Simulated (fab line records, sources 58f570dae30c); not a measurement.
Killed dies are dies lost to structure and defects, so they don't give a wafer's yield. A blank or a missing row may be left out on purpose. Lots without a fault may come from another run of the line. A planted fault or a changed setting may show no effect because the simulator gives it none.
Which tool did it? | flow berkeley_cmos170 | 6 lots, 18 wafers sampled, at 2 steps of a route of 331

WHAT THE GAUGES READ, wafer by wafer
UCB170_GATE_CD_MEAS_12: target cd 350 nm.
lot  | measured     | on        | cd_nm (nm)
L286 | day 7 17:58  | cd_sem-02 | 349.6 347.5 347.7
L290 | day 8 11:14  | cd_sem-02 | 351.2 351.0 350.5
L291 | day 8 11:47  | cd_sem-01 | 352.5 351.8 350.5
L293 | day 9 01:04  | cd_sem-01 | 351.8 349.7 350.1
L299 | day 10 18:06 | cd_sem-02 | 352.2 353.0 353.4
L305 | day 11 16:35 | cd_sem-01 | 351.2 351.5 351.4

WHICH TOOL RAN EACH LOT (tool, then ch and the chambers of the sampled wafers, then the start)
lot  | UCB170_GATE_EXPOSE_09
L286 | krf_scanner-02 ch 0, day 7 16:35
L290 | krf_scanner-02 ch 0, day 8 10:41
L291 | krf_scanner-01 ch 0, day 8 11:24
L293 | krf_scanner-02 ch 0, day 9 00:16
L299 | krf_scanner-02 ch 0, day 10 17:42
L305 | krf_scanner-01 ch 0, day 11 15:52
- UCB170_GATE_EXPOSE_09: exposes mask POLY, target cd 350 nm.

THE ANSWER, worked out from the rows above alone
Rule: what is usual is taken from the lots themselves. Put in order of their means at a reading, lots are off if they are a third of the lots or fewer, leave a main group of 4 or more, and stand apart from it by a gap of 3 or more times the standard deviation of the main group's means; of several such gaps the widest counts. A main group whose means are all the same, to the digits that the tables above print for the reading, isn't used. A lot without any number at a reading at which 4 lots or more have one is off too. The other lots that the step has rows for count as sound.
No lot is off at any reading shown: from this, nothing can be told.

WHAT THE SIMULATOR HAD PUT IN
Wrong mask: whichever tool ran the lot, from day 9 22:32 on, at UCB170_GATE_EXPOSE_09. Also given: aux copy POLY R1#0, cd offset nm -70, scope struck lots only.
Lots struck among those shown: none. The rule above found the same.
